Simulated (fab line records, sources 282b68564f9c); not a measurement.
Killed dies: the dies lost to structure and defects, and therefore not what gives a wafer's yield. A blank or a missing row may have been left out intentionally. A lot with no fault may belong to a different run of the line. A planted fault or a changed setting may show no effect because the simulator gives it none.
A single fault, viewed from 2 desks :: flow rit cmos :: what lay behind the numbers comes last; until then each desk has only its own

## FROM THE METROLOGY DESK
What the gauges read, lot by lot, whatever tool the lot ran on: means of the sampled wafers that have a number. Marked OUT: a lot whose mean sits more than 4 standard deviations from the usual mean, which makes it out of limits; the brackets give that distance.
Columns: A = ACTIVE_OXIDE_THK at RIT_ACTIVE_THK_MEAS_02, usual 46.6 nm
lot: L730
first seen here: day 1 12:16
A: 47.3

lot: L731
first seen here: day 1 17:14
A: 46.8

lot: L733
first seen here: day 2 03:04
A: 46.8

lot: L734
first seen here: day 2 08:03
A: 46.9

lot: L735
first seen here: day 2 14:07
A: 47.1

lot: L736
first seen here: day 2 18:12
A: 46.7

lot: L737
first seen here: day 3 00:35
A: 47.3

lot: L738
first seen here: day 3 06:47
A: 47.6

lot: L740
first seen here: day 3 15:21
A: 47.4

lot: L743
first seen here: day 4 07:06
A: 46.7

lot: L744
first seen here: day 4 10:03
A: 47.2

lot: L746
first seen here: day 4 21:26
A: 38.6 (-10) OUT

lot: L747
first seen here: day 5 01:51
A: 41.9 (-6.2) OUT

lot: L753
first seen here: day 6 07:38
A: 46.7
Per this desk, out of limits: L746, L747; the first was L746, day 4 21:26 (ACTIVE_OXIDE_THK at RIT_ACTIVE_THK_MEAS_02). L730, L731, L733, L734, L735, L736, L737, L738, L740, L743, L744, L753: within limits.

## FOR THE TOOL OWNER'S DESK: furnace-04
The tool's own readings at RIT_ACTIVE_OXIDATION_01 (target thk 46.8 nm, ox time 3360 s): means of the sampled wafers that have a number, for each lot that ran on this tool. Marked OUT: a lot whose mean sits more than 4 standard deviations from the usual mean, which makes it out of limits; the brackets give that distance.
Columns: A = spike tc source C at RIT_ACTIVE_OXIDATION_01, usual 1024.9 C; B = zone power load pct at RIT_ACTIVE_OXIDATION_01, usual 32.6 %
lot: L733
first seen here: day 2 01:07
A: 1022.2
B: 30.0

lot: L734
first seen here: day 2 06:07
A: 1022.9
B: 30.3

lot: L737
first seen here: day 2 22:38
A: 1022.3
B: 30.2

lot: L743
first seen here: day 4 05:09
A: 1023.6
B: 30.3

lot: L744
first seen here: day 4 08:07
A: 1022.2
B: 30.2

lot: L746
first seen here: day 4 19:29
A: 1021.4
B: 30.4

lot: L747
first seen here: day 4 23:54
A: 1023.0
B: 30.3
This desk's verdict: no lot among the 7 shows anything out of limits.

## TAKEN TOGETHER
At day 4 21:26 the metrology desk could have sounded an alarm, on L746, L747.
The desk of the tool owner found nothing out of limits.
The tool owner's desk has L746, L747 on record, within its limits.
Of the lots named, all ran RIT_ACTIVE_OXIDATION_01 on furnace-04.

## WHAT THE SIMULATOR PUT IN
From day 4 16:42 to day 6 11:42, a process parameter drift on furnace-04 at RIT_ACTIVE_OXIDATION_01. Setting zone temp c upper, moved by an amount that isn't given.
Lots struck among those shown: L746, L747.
Hours from the fault's start to each desk's first reading out of limits: the metrology desk, 5.
